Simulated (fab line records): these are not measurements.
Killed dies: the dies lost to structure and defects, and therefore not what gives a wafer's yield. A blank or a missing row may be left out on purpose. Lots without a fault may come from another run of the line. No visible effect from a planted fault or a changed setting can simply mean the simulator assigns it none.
fab line records | flow ritCmos
record lots=14 wafers=42 lastDay=7
route steps=202 shown WELLDRIVE@50 NWELL@51 PWELL@52 M1@202
lots with no fault: from the same line, run without faults
startH: hours from the record's first day to the start of the lot's first wafer shown | waitH: time in hours since the lot's previous step | " unchanged from the row above | L1.1+2: several wafers, shown together as one row | - value missing, or start not given | * or withheld: withheld | < > ~ a bound
route shown NAME@n: a module of which the file shows steps, and the number in the route of the first | usual: average and standard deviation across the fault-free wafers | same: alike in all rows | chamber/n: place in a boat | sites: the reading at each site | _std_site: standard deviation of those values | _edge_site: mean of outer sites minus mean of inner sites | radiusMm: for every site, how far away it sits from the centre of the wafer | mask NAME#n: copy n | behind: tool/chamber where the wafer was last shaped | hold: reason for holding the lot/hours on hold/outcome of the hold | device: whichever transistor did not switch (one of n, p or np) | end of line: the tests these same wafers got at the end of their route | for a step that has no rows: nothing shown but its recipe | killed: dies lost to structure and defects at the first sort, not the wafer's yield | map: shows each die of a wafer: x if killed, . if not, _ if none is there
set.NAME: the setting that was run; set.NAME@STEP: the one run at that earlier step | model.NAME: the simulator's own value behind a step, which no gauge read
steps of the route over a sample of lots; a table a step, a row a wafer
services: from which hour (startH, from the record's first day; less than 0 if before it) a tool's chamber was out of use, for how many hours, and why
## steps
# step RIT_WELLDRIVE_ANNEAL_00
# recipe tempC=1100 timeS=14700 ambient=N2
# usual spikeTcCentreC=1102.1/1.2 spikeTcLoadC=1127.5/2.8 spikeTcSourceC=1126.3/1.1 tubeCenterTempC=1100/0.11 tube_center_temp_C_max=1102.9/0.43
# columns lot.wafer tool chamber startH waitH spikeTcCentreC spikeTcLoadC spikeTcSourceC tubeCenterTempC tube_center_temp_C_max
L875.2 furnace-01 0 42.07 1.3 1101.2 1131.7 1127.6 1100 1102.6
L875.4 " 0 " " 1103.1 1128.4 1126.3 1100 1102.6
L875.6 " 0 " " 1102.4 1131.6 1127.0 1100 1103.0
L877.2 furnace-01 0 51.89 1.3 1104.1 1130.4 1127.0 1100 1103.3
L877.5 " 0 " " 1103.5 1130.7 1125.9 1100.1 1103.0
L877.6 " 0 " " 1102.4 1131.2 1127.3 1099.9 1103.8
L879.3 furnace-04 0 60.87 1.8 1103.3 1123.1 1126.7 1099.9 1103.4
L879.5 " 0 " " 1102.5 1125.1 1128.3 1099.9 1102.2
L879.6 " 0 " " 1101.0 1122.4 1126.7 1100 1102.3
L881.1 furnace-01 0 74.56 1.7 1044.4 1070.9 1065.3 1040 1043.5
L881.2 " 0 " " 1043.3 1069.3 1066.5 1040.1 1043.2
L881.5 " 0 " " 1042.6 1069.5 1065.6 1040.1 1043.7
L882.2 furnace-01 0 74.56 0.7 1043.2 1069.6 1066.7 1040 1042.9
L882.3 " 0 " " 1042.5 1069.9 1065.3 1040 1042.3
L882.5 " 0 " " 1043.8 1070.8 1067.3 1039.9 1044.0
L884.1 furnace-04 0 86.29 1.2 1100.6 1122.9 1126.2 1099.8 1103.4
L884.2 " 0 " " 1102.3 1124.1 1127.8 1100.1 1102.8
L884.6 " 0 " " 1101.7 1124.1 1126.7 1099.9 1103.5
L886.4 furnace-04 0 94.17 0.1 1102.5 1122.4 1126.2 1100 1102.7
L886.5 " 0 " " 1100.9 1125.2 1126.7 1099.9 1102.3
L886.6 " 0 " " 1102.8 1125.4 1127.2 1100.2 1102.7
L887.1 furnace-04 0 100.10 0.1 1104.0 1124.8 1126.7 1100 1102.2
L887.2 " 0 " " 1102.2 1126.6 1128.0 1100 1103.1
L887.4 " 0 " " 1100.9 1123.6 1127.3 1100 1103.0
L888.1 furnace-04 0 105.18 0.5 1102.3 1124.3 1125.9 1100.1 1102.5
L888.2 " 0 " " 1102.5 1123.8 1127.8 1100 1102.9
L888.5 " 0 " " 1102.2 1123.9 1127.1 1100 1102.6
L889.2 furnace-03 0 108.53 0.0 1101.2 1128.7 1124.7 1100 1103.1
L889.4 " 0 " " 1102.7 1128.7 1124.5 1099.9 1102.4
L889.5 " 0 " " 1102.3 1127.7 1123.9 1100 1103.1
L891.2 furnace-04 0 119.69 1.4 1101.0 1123.3 1126.4 1100.1 1103.5
L891.3 " 0 " " 1101.3 1124.1 1128.6 1100 1103.2
L891.6 " 0 " " 1100.9 1125.1 1128.5 1100.2 1102.3
L892.1 furnace-04 0 125.84 1.7 1102.4 1124.1 1127.4 1099.7 1103.6
L892.2 " 0 " " 1101.3 1123.1 1126.1 1099.9 1103.1
L892.3 " 0 " " 1102.4 1123.0 1125.4 1100 1102.9
L894.1 furnace-03 0 137.97 0.8 1100.5 1128.3 1126.0 1100 1102.7
L894.3 " 0 " " 1104.0 1129.0 1124.0 1100 1103.0
L894.4 " 0 " " 1100.4 1129.3 1126.0 1100 1102.1
L895.1 furnace-04 0 140.85 0.7 1102.5 1123.2 1128.1 1100 1102.5
L895.3 " 0 " " 1102.9 1123.5 1125.6 1100.2 1103.1
L895.6 " 0 " " 1102.1 1124.1 1127.4 1099.9 1103.1
# step RIT_WELLDRIVE_RS_MEAS_01
# recipe thkMeasGauge=four-point-probe
# usual NWELL_RS=275.5/0.7
# columns lot.wafer tool chamber startH waitH NWELL_RS[ohm/sq]
L875.2 filmMetro-04 - 47.18 0.0 275.9
L875.4 " - " " 276.9
L875.6 " - " " 275.2
L877.2 filmMetro-04 - 57.00 0.0 276.5
L877.5 " - " " 275.8
L877.6 " - " " 275.7
L879.3 filmMetro-02 - 65.99 0.0 275.2
L879.5 " - " " 275.4
L879.6 " - " " 275.8
L881.1 filmMetro-01 - 79.64 0.0 346.1
L881.2 " - " " 345.8
L881.5 " - " " 346.3
L882.2 filmMetro-04 - 79.66 0.0 346.8
L882.3 " - " " 346.1
L882.5 " - " " 346.1
L884.1 filmMetro-02 - 91.37 0.0 275.8
L884.2 " - " " 276.1
L884.6 " - " " 275.7
L886.4 filmMetro-01 - 99.32 0.1 275.7
L886.5 " - " " 275.3
L886.6 " - " " 276.0
L887.1 filmMetro-01 - 105.18 0.0 276.1
L887.2 " - " " 276.7
L887.4 " - " " 277.6
L888.1 filmMetro-01 - 110.26 0.0 274.6
L888.2 " - " " 275.9
L888.5 " - " " 275.3
L889.2 filmMetro-02 - 113.63 0.0 274.3
L889.4 " - " " 274.8
L889.5 " - " " 274.2
L891.2 filmMetro-01 - 124.79 0.0 276.2
L891.3 " - " " 275.7
L891.6 " - " " 275.6
L892.1 filmMetro-01 - 130.93 0.0 276.0
L892.2 " - " " 275.9
L892.3 " - " " 275.2
L894.1 filmMetro-02 - 143.06 0.0 274.8
L894.3 " - " " 275.2
L894.4 " - " " 274.8
L895.1 filmMetro-01 - 145.93 0.0 275.7
L895.3 " - " " 276.5
L895.6 " - " " 275.7
# step RIT_WELLDRIVE_RS_MEAS_02
# recipe thkMeasGauge=four-point-probe
# usual PWELL_RS=429.3/1.2
# columns lot.wafer tool chamber startH waitH PWELL_RS[ohm/sq]
L875.2 filmMetro-04 - 47.30 0.1 430.0
L875.4 " - " " 429.2
L875.6 " - " " 427.7
L877.2 filmMetro-04 - 57.12 0.1 427.5
L877.5 " - " " 428.9
L877.6 " - " " 429.4
L879.3 filmMetro-02 - 66.11 0.1 428.6
L879.5 " - " " 428.8
L879.6 " - " " 429.1
L881.1 filmMetro-01 - 79.76 0.1 493.9
L881.2 " - " " 493.5
L881.5 " - " " 496.6
L882.2 filmMetro-04 - 79.78 0.1 495.8
L882.3 " - " " 493.5
L882.5 " - " " 495.8
L884.1 filmMetro-02 - 91.49 0.1 430.0
L884.2 " - " " 429.3
L884.6 " - " " 429.0
L886.4 filmMetro-01 - 99.44 0.1 430.5
L886.5 " - " " 430.2
L886.6 " - " " 430.2
L887.1 filmMetro-01 - 105.30 0.1 430.1
L887.2 " - " " 429.7
L887.4 " - " " 429.9
L888.1 filmMetro-01 - 110.38 0.1 429.5
L888.2 " - " " 429.9
L888.5 " - " " 430.7
L889.2 filmMetro-02 - 113.75 0.1 431.1
L889.4 " - " " 429.3
L889.5 " - " " 431.7
L891.2 filmMetro-01 - 124.91 0.1 429.5
L891.3 " - " " 429.7
L891.6 " - " " 431.4
L892.1 filmMetro-01 - 131.05 0.1 428.5
L892.2 " - " " 427.9
L892.3 " - " " 427.8
L894.1 filmMetro-02 - 143.18 0.1 427.7
L894.3 " - " " 428.7
L894.4 " - " " 428.1
L895.1 filmMetro-01 - 146.05 0.1 429.7
L895.3 " - " " 429.5
L895.6 " - " " 429.3
# step RIT_M1_PROBE_99
# usual killed_at_M0_to_M3=0.0/0.12 killedAtContacts=0.1/0.31 killedAtFrontEnd=8/3.1 killedDies=8/3.2 killedOnRim=2.1/1.6 killedOpen=3.9/2.2 killedShort=3.8/2.1
# same grossDies=264 killed_at_M4_up=0 killedAtBackSide=0 killedAtOther=0
# columns lot.wafer tool chamber startH waitH killed_at_M0_to_M3 killedAtContacts killedAtFrontEnd killedDies killedOnRim killedOpen killedShort
L879.3 prober-01 - 99.15 0.2 0 0 4 4 1 3 1
L879.5 prober-01 - 99.25 0.2 0 0 4 4 0 1 3
L879.6 prober-01 - 99.30 0.2 0 0 5 5 0 2 3
L887.1 prober-01 - 136.39 0.1 0 0 1 1 0 0 1
L887.2 prober-01 - 136.44 0.1 0 0 7 7 1 3 4
L887.4 prober-01 - 136.54 0.2 0 0 9 9 1 4 5
L889.2 prober-01 - 144.98 0.1 0 0 12 12 5 7 5
L889.4 prober-01 - 145.08 0.2 0 0 6 6 2 3 3
L889.5 prober-01 - 145.13 0.2 0 0 10 10 2 4 6
L891.2 prober-01 - 157.03 0.1 0 0 9 9 2 6 3
L891.3 prober-01 - 157.08 0.2 0 1 9 10 6 5 5
L891.6 prober-01 - 157.23 0.2 0 0 6 6 3 6 0
L892.1 prober-02 - 162.32 0.1 0 0 7 7 4 2 5
L892.2 prober-02 - 162.37 0.1 0 0 4 4 0 1 3
L892.3 prober-02 - 162.42 0.2 0 1 6 7 0 2 5
L894.1 prober-02 - 172.80 0.1 0 0 7 7 2 2 5
L894.3 prober-02 - 172.90 0.2 0 0 10 10 2 5 5
L894.4 prober-02 - 172.95 0.2 0 0 6 6 1 4 2
# killed by level:class
L879.3 GATE:geometricParticle:open=2 GATE:geometricParticle:short=1 REOX:geometricParticle:open=1
L879.5 GATE:geometricParticle:short=2 FOX1:geometricParticle:open=1 FOX1:geometricParticle:short=1
L879.6 FOX1:geometricParticle:short=1 GATE:geometricParticle:short=1 REOX:geometricParticle:open=1 SPACER:geometricParticle:open=1 SPACER:geometricParticle:short=1
L887.1 GATE:geometricParticle:short=1
L887.2 GATE:geometricParticle:short=3 GATE:geometricParticle:open=2 REOX:geometricParticle:short=1 SILICIDE:geometricParticle:open=1
L887.4 GATE:geometricParticle:short=2 SPACER:geometricParticle:open=2 FOX1:geometricParticle:short=1 FOX2:geometricParticle:short=1 GATE:geometricParticle:open=1 REOX:geometricParticle:short=1 REOX:geometricParticle:open=1
L889.2 GATE:geometricParticle:open=4 FOX1:geometricParticle:short=2 FOX2:geometricParticle:open=2 GATE:geometricParticle:short=2 FOX2:geometricParticle:short=1 SILICIDE:geometricParticle:open=1
L889.4 GATE:geometricParticle:open=3 FOX2:geometricParticle:short=2 GATE:geometricParticle:short=1
L889.5 GATE:geometricParticle:short=5 REOX:geometricParticle:open=2 FOX2:geometricParticle:short=1 GATE:geometricParticle:open=1 SILICIDE:geometricParticle:open=1
L891.2 FOX2:geometricParticle:open=2 FOX1:geometricParticle:open=1 GATE:geometricParticle:short=1 GATE:geometricParticle:open=1 SPACER:geometricParticle:short=1 SPACER:geometricParticle:open=1 SILICIDE:geometricParticle:open=1 SILICIDE:geometricParticle:short=1
L891.3 SPACER:geometricParticle:open=3 SPACER:geometricParticle:short=3 FOX1:geometricParticle:open=1 FOX2:geometricParticle:short=1 GATE:geometricParticle:open=1 CONTACT:geometricParticle:short=1
L891.6 FOX1:geometricParticle:open=4 GATE:geometricParticle:open=1 SPACER:geometricParticle:open=1
L892.1 GATE:geometricParticle:short=2 FOX1:geometricParticle:open=1 GATE:geometricParticle:open=1 REOX:geometricParticle:short=1 SPACER:geometricParticle:short=1 SILICIDE:geometricParticle:short=1
L892.2 FOX1:geometricParticle:short=2 GATE:geometricParticle:open=1 GATE:geometricParticle:short=1
L892.3 GATE:geometricParticle:open=2 GATE:geometricParticle:short=2 SPACER:geometricParticle:short=1 SILICIDE:geometricParticle:short=1 CONTACT:geometricParticle:short=1
L894.1 FOX1:geometricParticle:short=2 GATE:geometricParticle:short=2 GATE:geometricParticle:open=1 SPACER:geometricParticle:short=1 SPACER:geometricParticle:open=1
L894.3 GATE:geometricParticle:open=3 FOX1:geometricParticle:short=1 FOX1:geometricParticle:open=1 FOX2:geometricParticle:short=1 GATE:geometricParticle:short=1 REOX:geometricParticle:short=1 SPACER:geometricParticle:open=1 SPACER:geometricParticle:short=1
L894.4 GATE:geometricParticle:open=2 FOX1:geometricParticle:short=1 GATE:geometricParticle:short=1 REOX:geometricParticle:open=1 SPACER:geometricParticle:open=1
## services
# columns tool chamber startH hours kind
furnace-04 - 29.45 3.9 pm
furnace-04 - 54.69 2.9 pm
furnace-01 - 56.98 3.1 pm
furnace-03 - 122.54 4.2 pm
furnace-03 - 126.74 3.4 pm
## key
firstSign step=RIT_WELLDRIVE_ANNEAL_00 reading=tubeCenterTempC direction=down sigmas=99+ usual=* struck=*
effect step=RIT_WELLDRIVE_ANNEAL_00 reading=tube_center_temp_C_max direction=down sigmas=99+ usual=* struck=*
effect step=RIT_WELLDRIVE_RS_MEAS_01 reading=NWELL_RS direction=up sigmas=99+ usual=275.5 struck=346.2
effect step=RIT_WELLDRIVE_RS_MEAS_02 reading=PWELL_RS direction=up sigmas=57 usual=429.3 struck=494.8
metAt RIT_WELLDRIVE_ANNEAL_00
struckLots L881,L882
testerLeftOut L881,L882
onsetBetween 51.89 74.56
fault kind=processParameterDrift tool=furnace-01 chamber=- onsetH=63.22 steps=RIT_WELLDRIVE_ANNEAL_00 channel=tempC offset=* shape=step endH=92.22 actsIn=* stated=*
# testerLeftOut: of these lots the tester's yield and bins aren't shown, on N5 and GAA mostly nor the transistor test; their killed dies are dies lost to structure and defects alone, not to doping, threshold or leakage, so they don't give the yield
